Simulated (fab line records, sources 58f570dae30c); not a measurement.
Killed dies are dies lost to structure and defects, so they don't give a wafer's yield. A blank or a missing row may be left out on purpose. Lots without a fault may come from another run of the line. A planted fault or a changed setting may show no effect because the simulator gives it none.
Split-lot experiment | flow berkeley_cmos170 | 5 lots, 23 wafers read, on a route of 331 steps

THE SPLIT
At UCB170_V2_CVD_00 (deposits SiO2 from TEOS/O2, target thk 2000 nm, time 250 s), the setting time_s was moved away from the recipe's 250 s on 12 of the 23 wafers read, by -9.4% to +13.8%. The other wafers ran this setting at the recipe's value.

The file shows no step between the split and the reading.

THE READING
V2_TEOS_THK, in nm, at UCB170_V2_THK_MEAS_01. Fault-free wafers of this fab line usually give 2006 nm, standard deviation 29 nm.

wafer  | tool, chamber at the split | time_s as run, s | against the recipe | V2_TEOS_THK, nm | against lot-mates on the recipe
L076.1 | pecvd-01, 0                | 226.6            | -9.4%              | 1825            | -216
L076.2 | pecvd-01, 1,2              | 226.6            | -9.4%              | 1837            | -204
L076.4 | pecvd-01, 1,2              | 226.6            | -9.4%              | 1866            | -175
L076.5 | pecvd-01, 0                | 250              | recipe             | 2046            | -
L076.6 | pecvd-01, 1                | 250              | recipe             | 2036            | -
L078.1 | pecvd-01, 0,2              | 265.9            | +6.4%              | 2154            | +125
L078.2 | pecvd-01, 0,2              | 265.9            | +6.4%              | 2116            | +87
L078.3 | pecvd-01, 1                | 250              | recipe             | 2033            | -
L078.5 | pecvd-01, 1                | 250              | recipe             | 2025            | -
L078.6 | pecvd-01, 2                | 265.9            | +6.4%              | 2168            | +139
L079.1 | pecvd-02, 1                | 250              | recipe             | 1972            | -
L079.4 | pecvd-02, 2,0              | 250              | recipe             | 2022            | -
L079.6 | pecvd-02, 2,0              | 250              | recipe             | 2022            | -
L082.2 | pecvd-04, 0                | 259.9            | +4.0%              | 2070            | +50
L082.3 | pecvd-04, 2                | 259.9            | +4.0%              | 2064            | +44
L082.4 | pecvd-04, 1                | 259.9            | +4.0%              | 2110            | +90
L082.5 | pecvd-04, 2,0              | 250              | recipe             | 2038            | -
L082.6 | pecvd-04, 2,0              | 250              | recipe             | 2003            | -
L084.1 | pecvd-01, 1                | 250              | recipe             | 2022            | -
L084.2 | pecvd-01, 2,0              | 284.4            | +13.8%             | 2301            | +271
L084.3 | pecvd-01, 2,0              | 284.4            | +13.8%             | 2291            | +261
L084.4 | pecvd-01, 0                | 284.4            | +13.8%             | 2325            | +295
L084.5 | pecvd-01, 1                | 250              | recipe             | 2038            | -
Where a row lists several chambers, the file gives one row for several wafers and doesn't say which wafer went through which chamber.

THE FIT
A straight line over all 23 wafers: V2_TEOS_THK changes by +19.8 nm for each +1% of time_s; r = +0.99; the points scatter about the line by 22 nm.
The same after taking each lot's own level away (the mean of its wafers on the recipe; 23 wafers): +20.2 nm for each +1%; r = +0.99; scatter 19 nm.
On that fit, the largest move of time_s shifts the reading by 2.8e+02 nm.
The lots' own levels span 2005.3 to 2041.0 nm, that is 1.2 times the standard deviation above.
So the lot-to-lot level changes the slope little: the two slopes agree.
Check: with one of the wafers moved furthest among these (+13.8%) left out of the fit, the line predicts +272 nm for it against its lot-mates. It came out at +271 nm against them.

OTHER SPLITS ON THESE WAFERS
These wafers also went through other splits before the reading. Each is held against what the fit with the lots' levels taken away leaves over:
other split on the same wafers  | wafers away from the commonest value | r with V2_TEOS_THK (lot level and that fit taken away)
UCB170_M1_SPUTTER_00 time_s     | 7                                    | +0.29
UCB170_M1_COAT_04 spin_rpm      | 10                                   | -0.04
UCB170_M1_METAL_ETCH_12 icp_w   | 9                                    | -0.18
UCB170_V1_ETCH_14 rf_w          | 9                                    | +0.25
UCB170_M2_COAT_05 resist_thk_nm | 7                                    | -0.33

THE WHOLE CHAIN: every reading that the file lists as answering this split, in the file's order
step                  | what it does                                               | reading                                                                   | change (the file's fit)            | r (the file's)
UCB170_V2_CVD_00      | deposits SiO2 from TEOS/O2, target thk 2000 nm, time 250 s | SiO2_of_V2_CVD_00.thk_nm (the simulator's own value, which no gauge read) | +22 nm for each +1% of the setting | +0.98
UCB170_V2_THK_MEAS_01 |                                                            | V2_TEOS_THK                                                               | +19.9 for each +1% of the setting  | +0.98

THE FILE'S OWN FIT
V2_TEOS_THK changes by +19.9 nm for each +1% of time_s, r = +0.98.
